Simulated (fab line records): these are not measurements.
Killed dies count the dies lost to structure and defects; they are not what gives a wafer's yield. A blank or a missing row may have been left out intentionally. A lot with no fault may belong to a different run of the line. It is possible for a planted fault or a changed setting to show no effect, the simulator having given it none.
Matching of chambers || flow berkeley-cmos170 || 4 sister chambers for UCB170_GATE_ETCH_15 on rie-si-02
The step etches poly-Si in HBr/Cl2, stops on SiO2, time 56.3 s, target depth 278.2 nm. 4 wafers are shown with their chamber, then 6 later ones without.

## EACH WAFER AND ITS CHAMBER
{"wafer": "L793.1", "chamber": 2, "drypump-motor-current-A (A)": 5.94}
{"wafer": "L797.1", "chamber": 1, "drypump-motor-current-A (A)": 5.84}
{"wafer": "L800.3", "chamber": 0, "drypump-motor-current-A (A)": 6.04}
{"wafer": "L800.6", "chamber": 3, "drypump-motor-current-A (A)": 6.20}

## WAFERS WHOSE CHAMBER IS MISSING
{"wafer": "L801.4", "drypump-motor-current-A (A)": 5.85}
{"wafer": "L801.5", "drypump-motor-current-A (A)": 5.81}
{"wafer": "L801.6", "drypump-motor-current-A (A)": 6.00}
{"wafer": "L810.2", "drypump-motor-current-A (A)": 6.02}
{"wafer": "L810.3", "drypump-motor-current-A (A)": 6.19}
{"wafer": "L810.4", "drypump-motor-current-A (A)": 5.98}

## CHAMBER TAKEN BY EACH
{"wafer": "L801.4", "from the rows above": 1, "in truth": 1}
{"wafer": "L801.5", "from the rows above": 1, "in truth": 1}
{"wafer": "L801.6", "from the rows above": "can't be placed: 0 or 2", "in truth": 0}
{"wafer": "L810.2", "from the rows above": 0, "in truth": 0}
{"wafer": "L810.3", "from the rows above": 3, "in truth": 3}
{"wafer": "L810.4", "from the rows above": "can't be placed: 2 or 0", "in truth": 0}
Correctly placed: 4 of 6. Not placeable from these rows: 2 (in 2, the candidates include the true chamber). 0 placed wrongly.
How it was worked out, from the rows above alone: a wafer's distance from a chamber is the root of the sum, over the readings, of the square of ((its reading less the chamber's mean) divided by the reading's scatter). If the next closest chamber is less than 2 further off than the closest, the wafer can't be placed; otherwise it belongs to the closest. Each chamber's mean is taken over the wafers shown for it. The scatter (one wafer shown for each chamber): square how far every hidden wafer sits from the nearest shown wafer, average those squares and take the square root.
